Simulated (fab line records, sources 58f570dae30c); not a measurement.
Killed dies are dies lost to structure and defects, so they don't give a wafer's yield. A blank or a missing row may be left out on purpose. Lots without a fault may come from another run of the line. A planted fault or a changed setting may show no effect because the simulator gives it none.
Chamber matching | flow berkeley_cmos170 | UCB170_V1_CMP_02 on cmp-01: 4 sister chambers
The step polishes SiO2. 8 wafers are shown with their chamber, then 7 later ones without.

WAFERS WITH THEIR CHAMBER
wafer  | chamber | motor_current_A (A)
L912.5 | 1       | 15.8
L915.2 | 3       | 12.6
L915.5 | 1       | 16.0
L919.2 | 0       | 16.1
L919.3 | 3       | 11.9
L919.4 | 2       | 17.0
L923.2 | 2       | 17.3
L923.3 | 0       | 16.4

WAFERS WITHOUT THEIR CHAMBER
wafer  | motor_current_A (A)
L923.5 | 12.5
L925.1 | 17.8
L925.3 | 16.1
L925.6 | 16.9
L930.1 | 16.3
L930.2 | 18.4
L930.5 | 16.8

WHICH CHAMBER EACH WENT THROUGH
wafer  | from the rows above          | in truth
L923.5 | 3                            | 3
L925.1 | 2                            | 2
L925.3 | can't be placed: 0 or 1      | 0
L925.6 | can't be placed: 2 or 0      | 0
L930.1 | can't be placed: 0 or 1      | 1
L930.2 | 2                            | 2
L930.5 | can't be placed: 2 or 0 or 1 | 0
Placed correctly: 3 of 7. Can't be placed from these rows: 4 (the true chamber is among the candidates in 4). Placed wrongly: 0.
How it was worked out, from the rows above alone: a wafer's distance from a chamber is the root of the sum, over the readings, of the square of ((its reading less the chamber's mean) divided by the reading's scatter). The wafer belongs to the nearest chamber; if the next one is less than 2 further off, it can't be placed. A chamber's mean is the mean of its shown wafers. The scatter: the root of (the sum of the squares of (reading less its chamber's mean) over the shown wafers, divided by (wafers less chambers)).
